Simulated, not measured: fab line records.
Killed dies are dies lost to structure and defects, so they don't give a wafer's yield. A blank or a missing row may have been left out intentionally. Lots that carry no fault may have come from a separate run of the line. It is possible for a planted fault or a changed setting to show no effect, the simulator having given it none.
Shared-tool check || flow berkeley cmos170 || 48 wafers sampled across 14 lots

== REASON FOR OPENING ==
At UCB170_SDANNEAL_RS_MEAS_04 the reading PLDD_RS is flagged on 2 of 14 lots. Fault-free wafers read 1029.5 ohm/sq, with a standard deviation of 2.7.
Rule: flag the lot when none of its wafers has a number, or when each of its wafers that has one lies beyond 4 standard deviations from that mean. The rest of the lots are taken to be sound.

{"lot": "L964", "measured": "day 6 21:47", "on": "film metro-02", "PLDD_RS (ohm/sq), wafer by wafer": "1029.7 1025.1 1026.6", "flag": ""}
{"lot": "L963", "measured": "day 6 22:00", "on": "film metro-04", "PLDD_RS (ohm/sq), wafer by wafer": "1027.0 1029.2 1030.2", "flag": ""}
{"lot": "L966", "measured": "day 7 01:43", "on": "film metro-02", "PLDD_RS (ohm/sq), wafer by wafer": "1030.9 1032.5 1031.1", "flag": ""}
{"lot": "L967", "measured": "day 7 01:55", "on": "film metro-04", "PLDD_RS (ohm/sq), wafer by wafer": "1021.4 1024.4 1024.7", "flag": ""}
{"lot": "L965", "measured": "day 7 02:07", "on": "film metro-03", "PLDD_RS (ohm/sq), wafer by wafer": "1031.5 1030.0 1034.5", "flag": ""}
{"lot": "L969", "measured": "day 7 19:10", "on": "film metro-02", "PLDD_RS (ohm/sq), wafer by wafer": "1031.8 1029.3 1027.5", "flag": ""}
{"lot": "L971", "measured": "day 8 16:33", "on": "film metro-04", "PLDD_RS (ohm/sq), wafer by wafer": "1026.7 1024.8 1027.4", "flag": ""}
{"lot": "L972", "measured": "day 9 02:38", "on": "film metro-03", "PLDD_RS (ohm/sq), wafer by wafer": "1026.3 1025.6 1029.7", "flag": ""}
{"lot": "L973", "measured": "day 9 02:53", "on": "film metro-02", "PLDD_RS (ohm/sq), wafer by wafer": "1084.1 1078.2 1082.2 1082.6 1077.8 1083.1", "flag": "FLAGGED"}
{"lot": "L974", "measured": "day 9 19:49", "on": "film metro-03", "PLDD_RS (ohm/sq), wafer by wafer": "1080.6 1080.4 1077.4 1079.6 1081.0 1080.2", "flag": "FLAGGED"}
{"lot": "L982", "measured": "day 11 09:56", "on": "film metro-02", "PLDD_RS (ohm/sq), wafer by wafer": "1031.2 1031.0 1030.5", "flag": ""}
{"lot": "L983", "measured": "day 11 10:32", "on": "film metro-04", "PLDD_RS (ohm/sq), wafer by wafer": "1033.5 1032.5 1031.9", "flag": ""}
{"lot": "L981", "measured": "day 11 10:40", "on": "film metro-03", "PLDD_RS (ohm/sq), wafer by wafer": "1029.6 1030.6 1029.4", "flag": ""}
{"lot": "L985", "measured": "day 12 16:00", "on": "film metro-02", "PLDD_RS (ohm/sq), wafer by wafer": "1031.2 1026.2 1034.3", "flag": ""}
Average over the flagged lots: 1080.6 ohm/sq; offset from the usual +51.1 ohm/sq, equal to +19 standard deviations.

== EACH LOT AND THE TOOL IT RAN ON ==
The record holds 2 process steps before the reading, out of a route of 331 steps. Every cell lists first the tool, next ch and the chambers used by the sampled wafers, and last the start.
{"lot": "L964", "flag": "", "UCB170_GATE_ETCH_15": "rie si-01 ch 1,3, day 6 07:47", "UCB170_PLDD_IMPLANT_09": "implanter-01 ch 0, day 6 09:45"}
{"lot": "L963", "flag": "", "UCB170_GATE_ETCH_15": "rie si-02 ch 0,2,3, day 6 08:04", "UCB170_PLDD_IMPLANT_09": "implanter-03 ch 0, day 6 10:01"}
{"lot": "L966", "flag": "", "UCB170_GATE_ETCH_15": "rie si-01 ch 1,2,3, day 6 11:58", "UCB170_PLDD_IMPLANT_09": "implanter-03 ch 0, day 6 14:01"}
{"lot": "L967", "flag": "", "UCB170_GATE_ETCH_15": "rie si-02 ch 0,2,3, day 6 12:16", "UCB170_PLDD_IMPLANT_09": "implanter-01 ch 0, day 6 14:07"}
{"lot": "L965", "flag": "", "UCB170_GATE_ETCH_15": "rie si-01 ch 2,3, day 6 12:21", "UCB170_PLDD_IMPLANT_09": "implanter-03 ch 0, day 6 14:19"}
{"lot": "L969", "flag": "", "UCB170_GATE_ETCH_15": "rie si-02 ch 1,2, day 7 03:35", "UCB170_PLDD_IMPLANT_09": "implanter-03 ch 0, day 7 05:47"}
{"lot": "L971", "flag": "", "UCB170_GATE_ETCH_15": "rie si-02 ch 2,3, day 8 02:27", "UCB170_PLDD_IMPLANT_09": "implanter-01 ch 0, day 8 04:13"}
{"lot": "L972", "flag": "", "UCB170_GATE_ETCH_15": "rie si-02 ch 1,2,3, day 8 10:14", "UCB170_PLDD_IMPLANT_09": "implanter-02 ch 0, day 8 12:12"}
{"lot": "L973", "flag": "FLAGGED", "UCB170_GATE_ETCH_15": "rie si-01 ch 0,3, day 8 12:19", "UCB170_PLDD_IMPLANT_09": "implanter-03 ch 0, day 8 14:02"}
{"lot": "L974", "flag": "FLAGGED", "UCB170_GATE_ETCH_15": "rie si-02 ch 1,2, day 9 03:18", "UCB170_PLDD_IMPLANT_09": "implanter-03 ch 0, day 9 05:07"}
{"lot": "L982", "flag": "", "UCB170_GATE_ETCH_15": "rie si-01 ch 0,2,3, day 10 14:05", "UCB170_PLDD_IMPLANT_09": "implanter-02 ch 0, day 10 17:19"}
{"lot": "L983", "flag": "", "UCB170_GATE_ETCH_15": "rie si-01 ch 1,2, day 10 21:19", "UCB170_PLDD_IMPLANT_09": "implanter-01 ch 0, day 10 23:12"}
{"lot": "L981", "flag": "", "UCB170_GATE_ETCH_15": "rie si-02 ch 0,1,3, day 10 14:13", "UCB170_PLDD_IMPLANT_09": "implanter-01 ch 0, day 10 17:50"}
{"lot": "L985", "flag": "", "UCB170_GATE_ETCH_15": "rie si-02 ch 0,1,3, day 11 21:14", "UCB170_PLDD_IMPLANT_09": "implanter-02 ch 0, day 11 23:22"}
What these steps do:
- UCB170_GATE_ETCH_15: etches poly-Si in HBr/Cl2, stops on SiO2, time 56.3 s, target depth 278.2 nm.
- UCB170_PLDD_IMPLANT_09
- UCB170_SDANNEAL_RS_MEAS_04: measures by four-point-probe.

== FLAGGED AGAINST TOTAL, ONE TOOL AT A TIME (gauges that did the reading follow at the end) ==
{"step": "UCB170_GATE_ETCH_15", "tool": "rie si-01", "lots run": 6, "flagged": 1, "share of the flagged lots": "some", "sound lots run after its first flagged lot": "2 (L982,L983)"}
{"step": "UCB170_GATE_ETCH_15", "tool": "rie si-02", "lots run": 8, "flagged": 1, "share of the flagged lots": "some", "sound lots run after its first flagged lot": "2 (L981,L985)"}
{"step": "UCB170_PLDD_IMPLANT_09", "tool": "implanter-01", "lots run": 5, "flagged": 0, "share of the flagged lots": "none", "sound lots run after its first flagged lot": "-"}
{"step": "UCB170_PLDD_IMPLANT_09", "tool": "implanter-02", "lots run": 3, "flagged": 0, "share of the flagged lots": "none", "sound lots run after its first flagged lot": "-"}
{"step": "UCB170_PLDD_IMPLANT_09", "tool": "implanter-03", "lots run": 6, "flagged": 2, "share of the flagged lots": "all", "sound lots run after its first flagged lot": 0}
{"step": "UCB170_SDANNEAL_RS_MEAS_04", "tool": "film metro-02", "lots run": 6, "flagged": 1, "share of the flagged lots": "some", "sound lots run after its first flagged lot": "2 (L982,L985)"}
{"step": "UCB170_SDANNEAL_RS_MEAS_04", "tool": "film metro-03", "lots run": 4, "flagged": 1, "share of the flagged lots": "some", "sound lots run after its first flagged lot": "1 (L981)"}
{"step": "UCB170_SDANNEAL_RS_MEAS_04", "tool": "film metro-04", "lots run": 4, "flagged": 0, "share of the flagged lots": "none", "sound lots run after its first flagged lot": "-"}

== WHAT IS ALLOWED BY THE TABLE ==
1 row of the table ran every flagged lot: implanter-03 at UCB170_PLDD_IMPLANT_09.
- implanter-03 at UCB170_PLDD_IMPLANT_09: 2 of its 6 lots flagged. Its last sound lot is L969 (day 7 05:47), its first flagged lot L973 (day 8 14:02): a fault that began between those two fits. Its own readings (dose ions cm2) fall more than 4 standard deviations out on all wafers of the flagged lots.
What remains is a single tool, implanter-03 at UCB170_PLDD_IMPLANT_09.

== WHAT THE SIMULATOR PUT IN ==
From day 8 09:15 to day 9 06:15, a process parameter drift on implanter-03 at UCB170_PLDD_IMPLANT_09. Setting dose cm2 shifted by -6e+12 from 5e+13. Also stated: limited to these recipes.
Shown lots that were struck: L973, L974. The rule given above showed the same thing.
